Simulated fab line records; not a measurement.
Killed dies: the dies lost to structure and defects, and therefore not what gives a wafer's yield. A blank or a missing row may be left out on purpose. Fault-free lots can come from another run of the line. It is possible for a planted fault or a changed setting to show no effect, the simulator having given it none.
Which of the tools did it? | flow berkeleyCmos170 | 14 lots with 42 wafers sampled at 4 steps, on a route of 331 steps

== WHAT EACH GAUGE READ, for each wafer ==
UCB170_FIELD_THK_MEAS_91. Usual: FIELD_OXIDE_LEFT_2_THK 355 nm, standard deviation 9.7.
lot  | measured    | on           | FIELD_OXIDE_LEFT_2_THK (nm) | flag
L425 | day 5 21:01 | filmMetro-01 | 342 342 342                 | 
L427 | day 6 04:47 | filmMetro-02 | 347 346 351                 | 
L426 | day 6 05:05 | filmMetro-04 | 344 330 340                 | 
L429 | day 6 11:02 | filmMetro-01 | 363 362 361                 | 
L431 | day 6 11:03 | filmMetro-04 | 372 367 367                 | 
L432 | day 7 04:28 | filmMetro-01 | 354 360 355                 | 
L434 | day 7 11:47 | filmMetro-04 | 350 348 333                 | 
L435 | day 7 11:48 | filmMetro-02 | 346 345 356                 | 
L433 | day 7 11:50 | filmMetro-01 | 370 369 367                 | 
L436 | day 8 05:33 | filmMetro-02 | 359 363 368                 | 
L437 | day 8 07:07 | filmMetro-04 | 347 350 352                 | 
L446 | day 9 15:41 | filmMetro-02 | 354 368 361                 | 
L445 | day 9 16:33 | filmMetro-02 | 358 365 362                 | 
L448 | day 9 19:11 | filmMetro-04 | 354 351 352                 | 

UCB170_PSD_CD_MEAS_06: target cd 1200 nm. Usual: 1200.2 nm for cdNm, sd 1.3.
lot  | measured     | on       | cdNm (nm)            | flag
L425 | day 6 18:46  | cdSem-02 | 1200.9 1201.0 1200.8 | 
L427 | day 6 22:01  | cdSem-02 | 1201.9 1201.3 1201.8 | 
L426 | day 6 21:28  | cdSem-01 | 1200.0 1201.5 1201.1 | 
L429 | day 7 06:40  | cdSem-02 | 1201.9 1200.6 1201.7 | 
L431 | day 7 07:37  | cdSem-01 | 1200.6 1198.9 1201.6 | 
L432 | day 7 21:41  | cdSem-01 | 1199.0 1199.1 1199.7 | 
L434 | day 8 06:25  | cdSem-01 | 1201.1 1201.6 1201.5 | 
L435 | day 8 05:43  | cdSem-02 | 1198.8 1199.6 1200.9 | 
L433 | day 8 05:26  | cdSem-01 | 1201.3 1200.9 1199.4 | 
L436 | day 9 01:13  | cdSem-02 | 1201.2 1200.2 1200.4 | 
L437 | day 9 01:05  | cdSem-02 | 1201.9 1202.9 1202.0 | 
L446 | day 10 11:59 | cdSem-02 | 1201.9 1200.5 1200.9 | 
L445 | day 10 12:17 | cdSem-01 | 1199.2 1199.6 1199.2 | 
L448 | day 10 19:29 | cdSem-01 | 1201.6 1202.2 1203.2 | 

UCB170_CONTACT_CD_MEAS_90: target cd 700 nm. Usual: 700.2 nm for cdNm, sd 1.4.
lot  | measured     | on       | cdNm (nm)         | flag
L425 | day 7 13:33  | cdSem-01 | 698.2 698.1 700.3 | 
L427 | day 7 13:44  | cdSem-01 | 701.2 700.3 699.3 | 
L426 | day 7 08:14  | cdSem-01 | 700.2 700.9 700.1 | 
L429 | day 7 18:49  | cdSem-01 | 699.2 698.0 696.7 | 
L431 | day 7 18:28  | cdSem-02 | 699.3 700.7 699.7 | 
L432 | day 8 07:39  | cdSem-02 | 700.6 702.9 700.5 | 
L434 | day 8 18:44  | cdSem-02 | 701.7 698.9 700.4 | 
L435 | day 8 19:08  | cdSem-02 | 699.5 700.0 699.6 | 
L433 | day 8 19:01  | cdSem-01 | 699.2 698.1 700.6 | 
L436 | day 9 15:16  | cdSem-02 | 700.2 702.9 702.4 | 
L437 | day 9 15:50  | cdSem-01 | 701.0 700.2 702.0 | 
L446 | day 10 23:49 | cdSem-02 | 700.8 701.6 701.0 | 
L445 | day 11 01:50 | cdSem-01 | 699.5 701.7 699.5 | 
L448 | day 11 03:49 | cdSem-02 | 699.7 699.9 700.9 | 

== WHAT TOOL EACH LOT RAN ON (gives the tool, then ch and the chambers of the sampled wafers, and finally the start) ==
lot  | UCB170_NSD_STRIP_09
L425 | plasmaAsher-02 ch 0,1, day 7 00:47
L427 | plasmaAsher-01 ch 0,1, day 7 01:13
L426 | plasmaAsher-01 ch 0,1, day 7 00:56
L429 | plasmaAsher-04 ch 0, day 7 11:28
L431 | plasmaAsher-04 ch 0,1, day 7 11:11
L432 | plasmaAsher-04 ch 0,1, day 7 23:28
L434 | plasmaAsher-04 ch 0,1, day 8 09:13
L435 | plasmaAsher-01 ch 0,1, day 8 08:58
L433 | plasmaAsher-04 ch 0,1, day 8 08:29
L436 | plasmaAsher-04 ch 0,1, day 9 05:00
L437 | plasmaAsher-01 ch 0,1, day 9 04:50
L446 | plasmaAsher-02 ch 0,1, day 10 16:49
L445 | plasmaAsher-01 ch 0,1, day 10 17:05
L448 | plasmaAsher-02 ch 0,1, day 10 21:35
- UCB170_NSD_STRIP_09: strips in O2.

== AS READ BY THE TOOLS THEMSELVES (means over the sampled wafers that have a number; for cases with no such wafer, the mark the record gives instead) ==
UCB170_NSD_STRIP_09. Usual: drypumpMotorCurrentA 5.8 A, standard deviation 0.41; oesProductAu 0.534 a.u., standard deviation 0.0048; stripTimeToEndpointS 35.81 s, standard deviation 0.069.
lot  | tool           | drypumpMotorCurrentA (A) | oesProductAu (a.u.) | stripTimeToEndpointS (s) | flag
L425 | plasmaAsher-02 | 5.8                      | 0.531               | 35.69                    | 
L427 | plasmaAsher-01 | 5.6                      | 0.534               | 35.83                    | 
L426 | plasmaAsher-01 | 5.6                      | 0.536               | 35.71                    | 
L429 | plasmaAsher-04 | 6.0                      | 0.536               | 35.82                    | 
L431 | plasmaAsher-04 | 6.1                      | 0.536               | 35.77                    | 
L432 | plasmaAsher-04 | 6.2                      | 0.531               | 35.89                    | 
L434 | plasmaAsher-04 | 6.2                      | 0.512               | 35.91                    | OFF
L435 | plasmaAsher-01 | 5.3                      | 0.534               | 35.75                    | 
L433 | plasmaAsher-04 | 6.2                      | 0.534               | 35.88                    | 
L436 | plasmaAsher-04 | 6.1                      | 0.512               | 35.78                    | OFF
L437 | plasmaAsher-01 | 5.6                      | 0.535               | 35.81                    | 
L446 | plasmaAsher-02 | 5.8                      | 0.535               | 35.78                    | 
L445 | plasmaAsher-01 | 5.6                      | 0.535               | 35.84                    | 
L448 | plasmaAsher-02 | 5.8                      | 0.531               | 35.87                    | 

== THE ANSWER, worked out from the rows above alone ==
Rule: take the mean of a lot's wafers that have a number; if it is more than 3 standard deviations from the usual mean, the lot is off. A lot without any number at a reading at which 4 lots or more have one is off too. The other lots that the step has rows for count as sound. Order of review: gauges by route order, followed by the tools' own readings, for which a lot's mean as printed above is used. At the first step where some lot is off, the reading lying furthest off is the one used; lots without a number count as furthest.
Off at UCB170_NSD_STRIP_09 (oesProductAu): L434, L436.
A tool fits if, at that step or a process step before it, it ran every lot that is off, and no sound lot after the first of them. One candidate fits, namely plasmaAsher-04 at UCB170_NSD_STRIP_09. A fault onset in the window from L433 (day 8 08:29, its last sound lot) to L434 (day 8 09:13, its first lot off) fits.
On the lots that are off, the tool's own readings at UCB170_NSD_STRIP_09 differ by more than 5 times the standard deviation of the sound lots' means, which bears it out; oesProductAu reads 0.512 a.u. there versus 0.534 a.u. on the sound lots.

== WHAT WAS PUT IN BY THE SIMULATOR ==
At UCB170_NSD_STRIP_09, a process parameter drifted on plasmaAsher-04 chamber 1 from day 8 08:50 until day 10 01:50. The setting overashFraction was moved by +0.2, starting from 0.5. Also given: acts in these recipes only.
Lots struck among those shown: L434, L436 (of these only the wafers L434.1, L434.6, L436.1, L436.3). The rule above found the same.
